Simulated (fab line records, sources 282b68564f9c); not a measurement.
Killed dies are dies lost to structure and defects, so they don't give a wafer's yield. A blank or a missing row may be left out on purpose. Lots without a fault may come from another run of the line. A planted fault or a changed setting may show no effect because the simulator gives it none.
Which tool did it? | flow rit_cmos | 14 lots, 42 wafers sampled, at 3 steps of a route of 202

WHAT THE GAUGES READ, wafer by wafer
RIT_FOX1_THK_MEAS_01.
lot  | measured    | on            | FOX1_OXIDE_THK (nm)
L678 | day 1 17:19 | film_metro-03 | 352 352 355
L680 | day 2 05:27 | film_metro-04 | 343 341 350
L681 | day 2 09:24 | film_metro-03 | 352 351 355
L682 | day 2 15:11 | film_metro-04 | 363 358 361
L683 | day 2 19:54 | film_metro-03 | 356 355 352
L685 | day 3 05:14 | film_metro-02 | 342 344 345
L686 | day 3 09:34 | film_metro-03 | 346 340 346
L689 | day 4 01:22 | film_metro-02 | 347 357 351
L690 | day 4 06:22 | film_metro-04 | 353 352 352
L693 | day 4 20:46 | film_metro-03 | 345 344 341
L694 | day 5 01:40 | film_metro-04 | 357 349 350
L695 | day 5 08:45 | film_metro-04 | 347 355 355
L699 | day 6 03:29 | film_metro-04 | 357 360 356
L701 | day 6 13:30 | film_metro-03 | 355 349 355

RIT_PRETRO_OVL_MEAS_06.
lot  | measured    | on         | PRETRO_OVL (nm)
L678 | day 2 07:23 | overlay-02 | -0.1 0.4 0.2
L680 | day 2 21:28 | overlay-02 | -0.3 0.0 0.5
L681 | day 3 00:57 | overlay-02 | -0.1 0.4 1.4
L682 | day 3 05:37 | overlay-02 | -1.1 -0.7 0.6
L683 | day 3 09:59 | overlay-02 | 1.2 0.3 1.5
L685 | day 3 19:29 | overlay-02 | 1.6 1.9 0.1
L686 | day 3 23:19 | overlay-02 | -0.4 -2.3 -0.6
L689 | day 4 15:46 | overlay-02 | 0.8 1.6 0.7
L690 | day 4 20:41 | overlay-02 | -0.7 -0.1 -0.5
L693 | day 5 12:07 | overlay-01 | 2.8 3.5 2.7
L694 | day 5 17:04 | overlay-02 | 1.1 0.8 -0.5
L695 | day 5 23:58 | overlay-01 | -0.1 -0.5 -0.3
L699 | day 6 17:55 | overlay-01 | 1.0 0.1 -0.2
L701 | day 7 05:29 | overlay-02 | 0.7 0.2 2.3

WHICH TOOL RAN EACH LOT (tool, then ch and the chambers of the sampled wafers, then the start)
lot  | RIT_PWELL_STRIP_09
L678 | plasma_asher-02 ch 0, day 1 22:58
L680 | plasma_asher-02 ch 0,1, day 2 11:50
L681 | plasma_asher-01 ch 0,1, day 2 15:50
L682 | plasma_asher-01 ch 0,1, day 2 20:37
L683 | plasma_asher-03 ch 0,1, day 3 01:49
L685 | plasma_asher-02 ch 0,1, day 3 10:58
L686 | plasma_asher-02 ch 0,1, day 3 15:22
L689 | plasma_asher-02 ch 0,1, day 4 06:58
L690 | plasma_asher-03 ch 0,1, day 4 11:52
L693 | plasma_asher-02 ch 0,1, day 5 02:11
L694 | plasma_asher-01 ch 0,1, day 5 08:53
L695 | plasma_asher-03 ch 0,1, day 5 14:21
L699 | plasma_asher-01 ch 0,1, day 6 08:59
L701 | plasma_asher-02 ch 0,1, day 6 19:55
- RIT_PWELL_STRIP_09: strips in O2, time 180 s.

WHAT THE TOOLS THEMSELVES READ (means of the sampled wafers that have a number; where no wafer has one, the mark that the record gives instead)
RIT_PWELL_STRIP_09.
lot  | tool            | drypump_motor_current_A (A)
L678 | plasma_asher-02 | 4.6
L680 | plasma_asher-02 | 5.2
L681 | plasma_asher-01 | 6.2
L682 | plasma_asher-01 | 6.4
L683 | plasma_asher-03 | 5.8
L685 | plasma_asher-02 | 5.8
L686 | plasma_asher-02 | 5.8
L689 | plasma_asher-02 | 5.2
L690 | plasma_asher-03 | 5.4
L693 | plasma_asher-02 | 5.8
L694 | plasma_asher-01 | 6.2
L695 | plasma_asher-03 | 5.8
L699 | plasma_asher-01 | 6.3
L701 | plasma_asher-02 | 5.2

THE ANSWER, worked out from the rows above alone
Rule: what is usual is taken from the lots themselves. Put in order of their means at a reading, lots are off if they are a third of the lots or fewer, leave a main group of 4 or more, and stand apart from it by a gap of 3 or more times the standard deviation of the main group's means; of several such gaps the widest counts. A main group whose means are all the same, to the digits that the tables above print for the reading, isn't used. A lot without any number at a reading at which 4 lots or more have one is off too. The other lots that the step has rows for count as sound. The gauges are gone through in route order, then the tools' own readings, and for those a lot's mean is taken as printed above. The first step at which some lot is off is used, and at that step the reading that is off furthest; a lot without a number counts as furthest.
No lot is off at any reading shown: from this, nothing can be told.

WHAT THE SIMULATOR HAD PUT IN
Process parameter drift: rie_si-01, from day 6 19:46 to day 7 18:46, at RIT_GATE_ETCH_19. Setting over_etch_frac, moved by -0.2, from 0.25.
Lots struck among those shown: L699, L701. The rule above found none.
